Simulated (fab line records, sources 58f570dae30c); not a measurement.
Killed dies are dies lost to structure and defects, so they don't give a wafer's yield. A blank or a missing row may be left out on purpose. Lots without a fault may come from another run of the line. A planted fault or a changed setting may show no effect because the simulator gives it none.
Chamber matching | flow berkeley_cmos170 | UCB170_V1_CVD_00 on pecvd-01: 3 sister chambers
The step deposits SiO2 from TEOS/O2, target thk 2000 nm, time 250 s. 6 wafers are shown with their chamber, then 8 later ones without.

WAFERS WITH THEIR CHAMBER
wafer  | chamber | heater_power_w (W) | pressure_mtorr (mTorr)
L151.3 | 1       | 230                | 9007
L151.4 | 2       | 334                | 9018
L156.1 | 1       | 207                | 9022
L156.3 | 0       | 275                | 9024
L156.5 | 0       | 329                | 9013
L159.1 | 2       | 329                | 8988

WAFERS WITHOUT THEIR CHAMBER
wafer  | heater_power_w (W) | pressure_mtorr (mTorr)
L159.3 | 313                | 8999
L159.4 | 236                | 8992
L160.1 | 332                | 9012
L160.3 | 188                | 9001
L160.6 | 247                | 9004
L162.1 | 302                | 9038
L162.3 | 200                | 9016
L162.5 | 245                | 8998

WHICH CHAMBER EACH WENT THROUGH
wafer  | from the rows above     | in truth
L159.3 | can't be placed: 2 or 0 | 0
L159.4 | can't be placed: 1 or 0 | 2
L160.1 | can't be placed: 2 or 0 | 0
L160.3 | 1                       | 1
L160.6 | can't be placed: 1 or 0 | 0
L162.1 | can't be placed: 0 or 2 | 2
L162.3 | 1                       | 1
L162.5 | can't be placed: 1 or 0 | 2
Placed correctly: 2 of 8. Can't be placed from these rows: 6 (the true chamber is among the candidates in 4). Placed wrongly: 0.
How it was worked out, from the rows above alone: a wafer's distance from a chamber is the root of the sum, over the readings, of the square of ((its reading less the chamber's mean) divided by the reading's scatter). The wafer belongs to the nearest chamber; if the next one is less than 2 further off, it can't be placed. A chamber's mean is the mean of its shown wafers. The scatter: the root of (the sum of the squares of (reading less its chamber's mean) over the shown wafers, divided by (wafers less chambers)).
